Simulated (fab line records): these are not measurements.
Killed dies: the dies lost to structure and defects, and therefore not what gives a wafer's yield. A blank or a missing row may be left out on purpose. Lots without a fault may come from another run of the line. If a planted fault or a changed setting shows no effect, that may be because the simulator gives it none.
Comparing a struck lot with a sound one    flow berkeley_cmos170    15 steps out of a route of 331
Sound: the wafers L381.1, L381.2, L381.6. The struck wafers were L384.1, L384.3, L384.6. The cause comes at the end.
Per side, at each step with rows, come the tool, then ch with its chambers, and then its first start. Under that, the readings that differ: sound wafers    struck wafers    difference of the means    sigmas: that difference in standard deviations of wafers without a fault.
alike: readings whose means differ by less than 2 such deviations, and words and numbers that are the same on both sides. not compared: withheld readings, readings that some wafer has no value for, bounds like >300 that may hide the same value, and numbers for which the record gives no deviation and whose values overlap.
The two part at a step that has a row with sigmas, a row that says differs or no value, or rows on one side only. When numbers do not overlap yet have no deviation, they are printed without sigmas and do not part them. Lack of a reading on every wafer of one side parts them only where that side has two or more wafers.

UCB170_NWELL_THK_MEAS_02:
  struck on film_metro-01, day 3 06:16; sound on film_metro-02, day 2 10:40
  alike: NWELL_OXIDE_THK
then, 2 steps without rows for these wafers: UCB170_NWELL_ANNEAL_03 (time 900 s); UCB170_NWELL_CVD_04 (deposits Si3N4 from SiH2Cl2/NH3, target thk 224 nm, time 3360 s).
UCB170_NWELL_THK_MEAS_05:
  struck on film_metro-02, day 3 13:40; sound on film_metro-02, day 2 18:00
  alike: NWELL_NITRIDE_THK
then, 6 steps without rows for these wafers: UCB170_NWELL_HMDS_06 (prime time 60 s); UCB170_NWELL_COAT_07 (resist thk 900 nm); UCB170_NWELL_SOFTBAKE_08 (time 60 s); UCB170_NWELL_EXPOSE_09 (exposes mask NWELL, target cd 3000 nm); UCB170_NWELL_PEB_10; UCB170_NWELL_DEVELOP_11 (develop time 45 s).
UCB170_NWELL_OVL_MEAS_12:
  struck on overlay-01, day 3 14:41; sound on overlay-01, day 2 19:01
  alike: NWELL_OVL
UCB170_NWELL_ETCH_13: etches Si3N4 in CH3F/Ar/O2, stops on SiO2, target depth 246.4 nm, time 154 s.
  sound on rie_diel-01 ch 0,1,2, day 2 19:04; struck on rie_diel-03 ch 0,1,3, day 3 14:44
  alike: drypump_motor_current_A, mfc_ar_sccm, oes_product_au, throttle_valve_pct
  not compared: rf_hours_counter_h
UCB170_NWELL_IMPLANT_14:
  sound on implanter-04 ch 0, day 2 19:10; struck on implanter-04 ch 0, day 3 14:50
reading             sound              struck             difference  sigmas
tilt_deg (degrees)  7.005 6.985 7.014  7.667 7.640 7.652  +0.652      +36
UCB170_NWELL_STRIP_15: strips in O2.
  sound on plasma_asher-04 ch 0,1, day 2 19:19; struck on plasma_asher-04 ch 1, day 3 14:59
  alike: drypump_motor_current_A, oes_product_au, strip_time_to_endpoint_s
  not compared: rf_hours_counter_h
next, for these wafers, 1 step has no rows: UCB170_M3_PROBE_99.

WHERE THEY PART
Only at UCB170_NWELL_IMPLANT_14, within this record. Later steps at which nothing parts them and some readings are alike: UCB170_NWELL_STRIP_15.

WHY: what the simulator had put in
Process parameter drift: implanter-04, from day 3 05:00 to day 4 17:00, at UCB170_NWELL_IMPLANT_14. Setting tilt_deg, moved by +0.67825, from 7. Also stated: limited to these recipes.
